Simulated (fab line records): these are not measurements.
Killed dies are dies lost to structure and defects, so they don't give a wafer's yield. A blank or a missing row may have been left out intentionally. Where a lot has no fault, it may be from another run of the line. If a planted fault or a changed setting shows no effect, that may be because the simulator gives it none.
A struck lot beside a sound one :: flow rit-cmos :: 15 out of 202 route steps
Sound: wafers L298.1, L298.3, L298.6. Struck: wafers L308.1, L308.3, L308.4. The cause comes at the end.
For every step that has rows: the tool of each side, followed by ch and its chambers, followed by its first start. Under that, the readings that differ: sound wafers :: struck wafers :: difference of the means :: sigmas: that difference in standard deviations of wafers without a fault.
alike: same words and numbers on both sides, and readings whose means sit less than 2 such deviations apart. not compared: any withheld reading, any reading some wafer has no value for, any bound like >300 that may hide the same value, and any number with overlapping values for which the record gives no deviation.
The two part at a step that has a row with sigmas, a row that says differs or no value, or rows on one side only. When numbers do not overlap yet have no deviation, they are printed without sigmas and do not part them. Lack of a reading on every wafer of one side parts them only where that side has two or more wafers.

first, 1 step without rows for these wafers: RIT_CONTACT_HARDBAKE_10 (time 60 s).
RIT_CONTACT_ETCH_11: etches SiO2 in CHF3/CF4/Ar, stops on TiSi2, target depth 480 nm, time 320 s.
  sound on rie-diel-02 ch 1,2, day 3 11:56; struck on rie-diel-03 ch 0,1,3, day 5 15:32
  alike: drypump-motor-current-A, mfc-ar-sccm, oes-product-au, throttle-valve-pct
  not compared: rf-hours-counter-h
RIT_CONTACT_STRIP_12: strips in O2, time 180 s.
  sound on plasma-asher-02 ch 0,1, day 3 12:08; struck on plasma-asher-02 ch 0,1, day 5 15:43
  alike: drypump-motor-current-A
  not compared: rf-hours-counter-h
RIT_CONTACT_CD_MEAS_90: the cd target is 1000 nm.
  sound: cd-sem-01 at day 3 12:18; struck: cd-sem-02 at day 5 15:54
  alike: cd-nm
then, 2 steps without rows for these wafers: RIT_CONTACT_CLEAN_13 (cleans in SC1, time 600 s); RIT_CONTACT_CLEAN_14 (cleans in SC2, time 600 s).
RIT_M1_SPUTTER_00: material Al, target thk 400 nm, time 500 s.
  sound: pvd-sputter-02 at day 3 12:47; struck: pvd-sputter-01 at day 5 16:23
  alike: throttle-valve-pct
RIT_M1_RS_MEAS_01: measurement is done with a four-point probe.
  sound: film-metro-03 at day 3 13:05; struck: film-metro-04 at day 5 16:41
  alike: M1_AL_RS
RIT_M1_THK_MEAS_02: measures by xrf.
  sound: film-metro-03 at day 3 13:12; struck: film-metro-04 at day 5 16:48
  alike: M1_AL_THK
then, 3 steps without rows for these wafers: RIT_M1_HMDS_03 (prime time 60 s); RIT_M1_COAT_04 (resist thk 1325 nm); RIT_M1_SOFTBAKE_05 (time 60 s).
RIT_M1_EXPOSE_06: exposes mask M12, target cd 2600 nm.
  sound on iline-stepper-01 ch 0, day 3 13:50; struck on iline-stepper-01 ch 0, day 5 17:26
reading: exposure-dose-mJ-cm2
sound: 251.82 251.84 251.87
struck: 249.61 250.12 249.84
difference: -1.99
sigmas: -8
  alike: mask
after that, 1 step had no rows for these wafers: RIT_M1_PEB_07.
RIT_M1_PROBE_99:
  sound: prober-01 at day 3 17:10; struck: prober-01 at day 5 20:32
reading: killed_at_M0_to_M3
sound: 1 0 0
struck: 0 0 0
difference: +0
sigmas: -3
  alike: defect-limited-yield, killed-at-contacts, killed-at-front-end, killed-dies, killed-open, killed-short, sort_bin_3_pad_short, sort_bin_5_function, sort_bin_6_memory, sort-n-pass, sort-yield-pct

== WHERE THEY PART ==
At RIT_M1_EXPOSE_06 first; at RIT_M1_PROBE_99 last (within this record only).

WHY: whatever the simulator had introduced
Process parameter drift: iline-stepper-01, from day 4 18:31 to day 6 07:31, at RIT_M1_EXPOSE_06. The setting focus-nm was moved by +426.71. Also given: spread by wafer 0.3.
